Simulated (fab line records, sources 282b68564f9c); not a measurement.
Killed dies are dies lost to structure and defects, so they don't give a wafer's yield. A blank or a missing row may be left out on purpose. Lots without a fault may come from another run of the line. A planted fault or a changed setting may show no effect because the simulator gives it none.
fab line records | flow rit_cmos
record lots=14 wafers=42 last_day=7
route steps=202 shown NWELL@36
lots that met no fault: from a run of the same line without faults
start_h: hours from the record's first day to the start of the lot's first wafer shown | wait_h: hours since the lot's step before | " the same as in the row above | L1.1+2: a row that stands for several wafers | - no value, or no start given | * or withheld: withheld | < > ~ a bound
route shown NAME@n: a module of which the file shows steps, and the number in the route of the first | usual: mean/standard deviation of fault-free wafers | same: alike in all rows | chamber/n: place in a boat | sites: the reading at each site | _std_site: their standard deviation | _edge_site: outer sites' mean less inner sites' | radius_mm: how far each site lies from the wafer's centre | mask NAME#n: copy n | behind: the tool/chamber that last shaped the wafer | hold: why the lot was held/for how many hours/how that ended | device: the transistor (n, p or np) that didn't switch | end of line: the same wafers' tests at the end of the route | a step without rows: its recipe alone | killed: dies lost to structure and defects at the first sort, not the wafer's yield | map: a wafer's dies, x killed, . not, _ none there
set.NAME: the setting as run; set.NAME@STEP: as run at that earlier step | model.NAME: the simulator's own value behind a step, which no gauge read
steps of the route over a sample of lots; a table a step, a row a wafer
services: from which hour (start_h, from the record's first day; less than 0 if before it) a tool's chamber was out of use, for how many hours, and why
## steps
# step RIT_NWELL_IMPLANT_08
# recipe species=P energy_kev=170 dose_cm2=5e+13 tilt_deg=7
# usual dose_ions_cm2=5e+13/5.9e+10 faraday_current_uA=159/3.1
# columns lot.wafer tool chamber start_h wait_h dose_ions_cm2 faraday_current_uA
L166.2 implanter-03 0 20.63 0.2 4.984e+13 162
L166.5 " 0 " " 4.987e+13 160
L166.6 " 0 " " 5e+13 158
L167.2 implanter-02 0 27.00 0.2 5.009e+13 158
L167.3 " 0 " " 5e+13 159
L167.5 " 0 " " 5e+13 155
L168.2 implanter-04 0 31.30 0.2 5.003e+13 159
L168.3 " 0 " " 5.003e+13 161
L168.6 " 0 " " 4.995e+13 157
L169.2 implanter-04 0 38.23 0.2 5.004e+13 163
L169.4 " 0 " " 4.993e+13 164
L169.5 " 0 " " 5.006e+13 157
L171.2 implanter-04 0 48.57 0.2 5.003e+13 157
L171.5 " 0 " " 5.003e+13 155
L171.6 " 0 " " 4.999e+13 160
L174.3 implanter-02 0 61.23 0.2 4.996e+13 156
L174.5 " 0 " " 4.987e+13 157
L174.6 " 0 " " 4.988e+13 158
L175.4 implanter-04 0 65.77 0.2 2.114e+13 65
L175.5 " 0 " " 2.12e+13 67
L175.6 " 0 " " 2.112e+13 65
L176.2 implanter-04 0 76.31 0.2 2.117e+13 68
L176.4 " 0 " " 2.11e+13 65
L176.5 " 0 " " 2.115e+13 68
L181.1 implanter-02 0 95.64 0.2 4.999e+13 164
L181.5 " 0 " " 5.008e+13 159
L181.6 " 0 " " 5.003e+13 156
L182.2 implanter-02 0 102.01 0.2 4.995e+13 164
L182.3 " 0 " " 5.006e+13 163
L182.6 " 0 " " 5.003e+13 154
L183.1 implanter-03 0 105.54 0.2 5.001e+13 155
L183.2 " 0 " " 5e+13 161
L183.6 " 0 " " 5.002e+13 155
L186.3 implanter-03 0 120.54 0.2 5e+13 162
L186.5 " 0 " " 4.994e+13 161
L186.6 " 0 " " 5.002e+13 159
L187.3 implanter-02 0 125.78 0.2 4.996e+13 158
L187.5 " 0 " " 4.999e+13 160
L187.6 " 0 " " 4.992e+13 159
L188.1 implanter-02 0 131.76 0.2 5.004e+13 156
L188.3 " 0 " " 5.003e+13 154
L188.4 " 0 " " 4.992e+13 162
# step RIT_NWELL_TW_MEAS_10
# usual NWELL_TW=2158/15
# columns lot.wafer tool chamber start_h wait_h NWELL_TW
L166.2 film_metro-04 - 20.94 0.1 2189
L166.5 " - " " 2184
L166.6 " - " " 2185
L167.2 film_metro-03 - 27.31 0.1 2134
L167.3 " - " " 2145
L167.5 " - " " 2142
L168.2 film_metro-03 - 31.61 0.1 2144
L168.3 " - " " 2147
L168.6 " - " " 2150
L169.2 film_metro-04 - 38.54 0.1 2197
L169.4 " - " " 2180
L169.5 " - " " 2190
L171.2 film_metro-03 - 48.88 0.1 2140
L171.5 " - " " 2142
L171.6 " - " " 2140
L174.3 film_metro-04 - 61.53 0.1 2171
L174.5 " - " " 2182
L174.6 " - " " 2177
L175.4 film_metro-03 - 66.05 0.1 1639
L175.5 " - " " 1640
L175.6 " - " " 1628
L176.2 film_metro-03 - 76.62 0.1 1647
L176.4 " - " " 1638
L176.5 " - " " 1646
L181.1 film_metro-02 - 95.96 0.1 2172
L181.5 " - " " 2160
L181.6 " - " " 2170
L182.2 film_metro-02 - 102.32 0.1 2166
L182.3 " - " " 2162
L182.6 " - " " 2159
L183.1 film_metro-02 - 105.86 0.1 2170
L183.2 " - " " 2153
L183.6 " - " " 2162
L186.3 film_metro-03 - 120.84 0.1 2151
L186.5 " - " " 2149
L186.6 " - " " 2154
L187.3 film_metro-03 - 126.07 0.1 2146
L187.5 " - " " 2146
L187.6 " - " " 2146
L188.1 film_metro-03 - 132.08 0.1 2144
L188.3 " - " " 2133
L188.4 " - " " 2153
# step RIT_WELLDRIVE_RS_MEAS_01
# recipe thk_meas_gauge=four-point-probe
# usual NWELL_RS=275.6/0.85
# columns lot.wafer tool chamber start_h wait_h NWELL_RS[ohm/sq]
L166.2 film_metro-04 - 28.15 0.0 275.5
L166.5 " - " " 275.9
L166.6 " - " " 275.4
L167.2 film_metro-04 - 34.35 0.0 276.8
L167.3 " - " " 276.8
L167.5 " - " " 276.7
L168.2 film_metro-02 - 40.70 0.0 275.0
L168.3 " - " " 275.2
L168.6 " - " " 274.7
L169.2 film_metro-03 - 45.78 0.0 276.3
L169.4 " - " " 277.0
L169.5 " - " " 276.2
L171.2 film_metro-04 - 55.76 0.0 276.8
L171.5 " - " " 276.2
L171.6 " - " " 276.5
L174.3 film_metro-02 - 68.72 0.0 275.3
L174.5 " - " " 274.4
L174.6 " - " " 275.4
L175.4 film_metro-02 - 73.70 0.1 475.1
L175.5 " - " " 473.8
L175.6 " - " " 478.1
L176.2 film_metro-02 - 83.65 0.0 472.8
L176.4 " - " " 472.6
L176.5 " - " " 468.3
L181.1 film_metro-02 - 102.75 0.0 274.6
L181.5 " - " " 274.2
L181.6 " - " " 274.1
L182.2 film_metro-02 - 109.03 0.0 275.0
L182.3 " - " " 275.7
L182.6 " - " " 275.1
L183.1 film_metro-02 - 112.64 0.0 275.8
L183.2 " - " " 275.7
L183.6 " - " " 275.2
L186.3 film_metro-04 - 128.25 0.0 275.5
L186.5 " - " " 275.3
L186.6 " - " " 276.2
L187.3 film_metro-04 - 133.45 0.0 277.0
L187.5 " - " " 276.1
L187.6 " - " " 275.4
L188.1 film_metro-04 - 138.78 0.0 275.2
L188.3 " - " " 275.6
L188.4 " - " " 274.9
## services
# columns tool chamber start_h hours kind
implanter-02 - 18.75 2.9 repair
implanter-04 - 94.89 1.3 repair
implanter-04 - 117.44 5.2 pm
implanter-02 - 119.42 4.1 repair
## key
first_sign step=RIT_NWELL_IMPLANT_08 reading=dose_ions_cm2 direction=down sigmas=99+ usual=5e+13 struck=2.114e+13
effect step=RIT_NWELL_IMPLANT_08 reading=faraday_current_uA direction=down sigmas=30 usual=159 struck=66
effect step=RIT_NWELL_TW_MEAS_10 reading=NWELL_TW direction=down sigmas=35 usual=2158 struck=1640
effect step=RIT_WELLDRIVE_RS_MEAS_01 reading=NWELL_RS direction=up sigmas=99+ usual=275.6 struck=473.5
met_at RIT_NWELL_IMPLANT_08
struck_lots L175,L176
tester_left_out L175,L176
onset_between 48.57 65.77
fault kind=process_parameter_drift tool=implanter-04 chamber=- onset_h=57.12 steps=RIT_NWELL_IMPLANT_08 channel=dose_cm2 offset=-2.8875e+13 shape=step end_h=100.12 acts_in=these_recipes_only stated=5e+13
# tester_left_out: of these lots the tester's yield and bins aren't shown, on N5 and GAA mostly nor the transistor test; their killed dies are dies lost to structure and defects alone, not to doping, threshold or leakage, so they don't give the yield
